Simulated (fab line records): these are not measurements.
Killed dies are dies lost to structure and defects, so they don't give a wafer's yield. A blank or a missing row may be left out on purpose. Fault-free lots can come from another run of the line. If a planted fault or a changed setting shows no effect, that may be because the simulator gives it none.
Matching of chambers    flow berkeleyCmos170    4 sister chambers for UCB170_M3_ETCH_17 on rieDiel-03
The step etches BARC in N2/H2. 8 wafers are shown with their chamber, then 8 later ones without.

== WAFERS, EACH WITH ITS CHAMBER ==
wafer   chamber  throttleValvePct (%)  oesProductAu (a.u.)
L854.1  1        13.31                 0.979
L854.2  0        13.34                 0.991
L857.4  3        13.46                 1.016
L857.6  1        13.31                 0.991
L856.3  0        13.33                 0.996
L856.4  3        13.47                 1.027
L856.5  2        13.11                 1.003
L864.1  2        13.13                 1.013

== WAFERS WHOSE CHAMBER IS MISSING ==
wafer   throttleValvePct (%)  oesProductAu (a.u.)
L864.2  13.47                 1.017
L864.4  13.33                 0.989
L866.3  13.11                 1.008
L866.4  13.34                 1.006
L866.5  13.31                 0.988
L871.2  13.46                 1.020
L871.4  13.36                 0.990
L871.6  13.29                 0.983

== EACH ONE'S CHAMBER ==
wafer   from the rows above      in truth
L864.2  3                        3
L864.4  can't be placed: 0 or 1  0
L866.3  2                        2
L866.4  0                        0
L866.5  1                        1
L871.2  3                        3
L871.4  0                        0
L871.6  1                        1
Placed correctly: 7 of 8. Unplaceable from these rows: 1, with the true chamber sitting among the candidates in 1. Wrongly placed: 0.
How it was worked out, from the rows above alone: a wafer's distance from a chamber is the root of the sum, over the readings, of the square of ((its reading less the chamber's mean) divided by the reading's scatter). If the next closest chamber is less than 2 further off than the closest, the wafer can't be placed; otherwise it belongs to the closest. A chamber's mean is the mean of its shown wafers. How the scatter is found: for the shown wafers, subtract from each reading the mean of its chamber, square and add these, divide the total by (wafers less chambers), then take the root.
